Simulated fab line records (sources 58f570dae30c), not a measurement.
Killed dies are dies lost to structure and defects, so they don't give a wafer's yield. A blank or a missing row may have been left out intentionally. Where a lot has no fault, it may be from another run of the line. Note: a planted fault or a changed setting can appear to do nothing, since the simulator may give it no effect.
Code-filled problem report in 8D (eight disciplines) form -- flow berkeley-cmos170 -- the parts of the form that need people (team, actions taken, sign-off) are left out

== 1. PROBLEM STATEMENT ==
Wafers free of any fault read 567 nm (standard deviation 10) for FIELD_OXIDE_THK at UCB170_FIELD_THK_MEAS_02, against a mean of 425 nm on 9 wafers of 3 lots. Relative to the usual mean, that is a shift of -14 standard deviations.
First seen on wafer L202.1, day 7 21:41, on film-metro-03. The record has a number at this step for 45 wafers belonging to 15 lots. Rule for "out" (also "out of limits"): further than 4 standard deviations from the usual mean. All remaining wafers that have a number are taken as sound.

== 2. WHAT IT IS AND WHAT IT IS NOT ==
question,is,is not
which readings at this step,FIELD_OXIDE_THK,-
which lots,"L200, L201, L202","L187, L188, L190, L191, L192, L194, L196, L197, L198, L199, L204, L207"
which wafers of those lots,all that have a number,-
read on which gauges,"film-metro-01, film-metro-03",film-metro-02
when,from day 7 21:41,"up to then (30 sound wafers); but 6 sound wafers of L204, L207 came after"

== 3. WHAT RULES OUT EACH SUSPECT ==
Counting: a tool stays on the suspect list if, at a process step up to the reading, it processed all lots that are out and no sound lot following the first of them.
- the gauge at UCB170_FIELD_THK_MEAS_02: ruled out. The wafers that are out were read on 2 gauges (film-metro-01, film-metro-03).
- furnace-04 at UCB170_FIELD_OXIDATION_01 (target thk 558.3 nm, ox time 7200 s): kept. All lots that are out passed through it, beginning with L200 at day 7 18:41, and no sound lot followed; its final sound lot before that point was L196 at day 7 06:09.
The count leaves furnace-04 at UCB170_FIELD_OXIDATION_01.

== 4. THE CAUSE (what the simulator had put in) ==
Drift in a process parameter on furnace-04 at UCB170_FIELD_OXIDATION_01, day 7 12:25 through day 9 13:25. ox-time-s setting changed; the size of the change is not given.
Counting left only this tool.

== 5. SEQUENCE OF EFFECTS, ordered by route ==
Rows list readings where the struck wafers' mean (over those with a number) sits beyond 3 standard deviations from the usual. Scope: only readings with a usual standard deviation given in the record; hours: median across lots of the time from each lot's start at the first step in this table that gives one to its start at this step; sigmas: change in usual standard deviations.
hours,step,reading,usual,on struck wafers,change,sigmas
0,UCB170_FIELD_THK_MEAS_02,FIELD_OXIDE_THK,567 nm,425,-142,-14
10,UCB170_FIELD_THK_MEAS_90,FIELD_OXIDE_LEFT_1_THK,450 nm,309,-141,-14
31,UCB170_FIELD_THK_MEAS_91,FIELD_OXIDE_LEFT_2_THK,362 nm,220,-142,-14

== 6. HOW IT WOULD HAVE BEEN CAUGHT EARLIER ==
Counted from the fault's start at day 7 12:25, it took 9 hours until the first out-of-limits reading at a measuring or inspecting step in this record, taken at day 7 21:41.
Tool readings at UCB170_FIELD_OXIDATION_01 with a usual standard deviation given in the record: none out on any struck wafer, hence no alarm at a limit of 4 standard deviations on them.
Each of the lots that are out, 3 in all, had begun UCB170_FIELD_OXIDATION_01 on furnace-04 no later than day 7 21:41. Tool hold at that time: it would have spared none of them.
